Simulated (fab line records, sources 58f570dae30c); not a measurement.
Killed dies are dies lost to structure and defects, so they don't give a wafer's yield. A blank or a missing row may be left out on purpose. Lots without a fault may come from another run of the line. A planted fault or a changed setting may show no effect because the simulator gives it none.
Which tool did it? | flow berkeley_cmos170 | 7 lots, 21 wafers sampled, at 2 steps of a route of 331

WHAT THE GAUGES READ, wafer by wafer
UCB170_NVT_OVL_MEAS_06.
lot  | measured     | on         | NVT_OVL (nm)
L973 | day 5 20:43  | overlay-02 | -17 -16 -19
L980 | day 7 17:38  | overlay-01 | -8 -9 -13
L984 | day 8 05:14  | overlay-02 | -1 -12 -6
L986 | day 8 12:58  | overlay-02 | -11 -9 -6
L988 | day 8 22:52  | overlay-02 | -13 -7 -8
L991 | day 9 19:07  | overlay-02 | -13 -13 -10
L994 | day 10 07:03 | overlay-01 | -9 -12 -15

WHICH TOOL RAN EACH LOT (tool, then ch and the chambers of the sampled wafers, then the start)
lot  | UCB170_ACTIVE_STRIP_16
L973 | plasma_asher-01 ch 0,1, day 4 13:49
L980 | plasma_asher-03 ch 0,1, day 6 13:50
L984 | plasma_asher-03 ch 0,1, day 6 23:18
L986 | plasma_asher-01 ch 0,1, day 7 07:50
L988 | plasma_asher-01 ch 0,1, day 7 17:37
L991 | plasma_asher-03 ch 0,1, day 8 07:25
L994 | plasma_asher-03 ch 1, day 8 20:43
- UCB170_ACTIVE_STRIP_16: strips in O2.

THE ANSWER, worked out from the rows above alone
Rule: what is usual is taken from the lots themselves. Put in order of their means at a reading, lots are off if they are a third of the lots or fewer, leave a main group of 4 or more, and stand apart from it by a gap of 3 or more times the standard deviation of the main group's means; of several such gaps the widest counts. A main group whose means are all the same, to the digits that the tables above print for the reading, isn't used. A lot without any number at a reading at which 4 lots or more have one is off too. The other lots that the step has rows for count as sound.
No lot is off at any reading shown: from this, nothing can be told.

WHAT THE SIMULATOR HAD PUT IN
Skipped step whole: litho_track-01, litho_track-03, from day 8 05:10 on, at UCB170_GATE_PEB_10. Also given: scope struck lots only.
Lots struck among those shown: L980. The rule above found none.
